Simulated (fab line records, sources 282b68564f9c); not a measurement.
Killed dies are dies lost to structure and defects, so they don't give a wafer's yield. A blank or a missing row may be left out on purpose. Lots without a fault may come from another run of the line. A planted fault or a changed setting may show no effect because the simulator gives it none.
A struck lot beside a sound one | flow rit_cmos | 15 steps out of a route of 202
Sound: wafers L636.2, L636.3, L636.4. Struck: wafers L642.2, L642.4, L642.6. The cause comes at the end.
At each step with rows: each side's tool, then ch and its chambers, then its first start. Under that, the readings that differ: sound wafers | struck wafers | difference of the means | sigmas: that difference in standard deviations of wafers without a fault.
alike: readings whose means differ by less than 2 such deviations, and words and numbers that are the same on both sides. not compared: withheld readings, readings that some wafer has no value for, bounds like >300 that may hide the same value, and numbers for which the record gives no deviation and whose values overlap.
The two part at a step that has a row with sigmas, a row that says differs or no value, or rows on one side only. Numbers that don't overlap but have no deviation are shown without sigmas and don't part them. A reading that every wafer of one side lacks parts them only if that side has two wafers or more.

RIT_GATE_THK_MEAS_07:
  sound on film_metro-01, day 4 16:58; struck on film_metro-01, day 5 22:07
  alike: GATE_OXIDE_THK
then, 1 step without rows for these wafers: RIT_GATE_CVD_08 (deposits poly-Si from SiH4, target thk 250 nm, time 2220 s).
RIT_GATE_THK_MEAS_09:
  sound on film_metro-01, day 4 18:39; struck on film_metro-03, day 5 23:47
  alike: GATE_POLY_THK
then, 6 steps without rows for these wafers: RIT_GATE_HMDS_10 (prime time 60 s); RIT_GATE_COAT_11 (resist thk 850 nm); RIT_GATE_SOFTBAKE_12 (time 60 s); RIT_GATE_EXPOSE_13 (exposes mask M6, target cd 150 nm); RIT_GATE_PEB_14; RIT_GATE_DEVELOP_15 (develop time 50 s).
RIT_GATE_CD_MEAS_16: target cd 150 nm.
  sound on cd_sem-01, day 4 19:34; struck on cd_sem-01, day 6 00:55
  alike: cd_nm
RIT_GATE_OVL_MEAS_17:
  sound on overlay-01, day 4 19:41; struck on overlay-01, day 6 01:02
  alike: GATE_OVL
then, 1 step without rows for these wafers: RIT_GATE_HARDBAKE_18 (time 60 s).
RIT_GATE_ETCH_19: etches poly-Si in SF6/CHF3/O2, stops on SiO2, time 165 s, target depth 312.5 nm.
  sound on rie_si-02 ch 0,1,2, day 4 19:52; struck on rie_si-02 ch 0,1,3, day 6 01:19
  reading        | sound          | struck                  | difference | sigmas
  over_etch_frac | 0.25 0.25 0.25 | 0.20628 0.20628 0.20628 | -0.04372   |
  alike: drypump_motor_current_A, oes_product_au, throttle_valve_pct
  not compared: rf_hours_counter_h
RIT_GATE_STRIP_20: strips in O2, time 180 s.
  sound on plasma_asher-03 ch 0,1, day 4 19:58; struck on plasma_asher-02 ch 0,1, day 6 01:25
  alike: drypump_motor_current_A, o2_flow_sccm
  not compared: rf_hours_counter_h
RIT_M1_PROBE_99:
  sound on prober-02, day 5 15:37; struck on prober-02, day 6 22:08
  reading                                          | sound                | struck               | difference | sigmas
  model.etest.poly_comb_over_steps.leak_log10_a_um | -12.81 -12.75 -12.75 | -12.23 -12.13 -12.37 | +0.53      |
  alike: killed_at_contacts, killed_at_front_end, killed_dies, killed_open, killed_short

WHERE THEY PART
Nowhere in this record.

WHY: what the simulator had put in
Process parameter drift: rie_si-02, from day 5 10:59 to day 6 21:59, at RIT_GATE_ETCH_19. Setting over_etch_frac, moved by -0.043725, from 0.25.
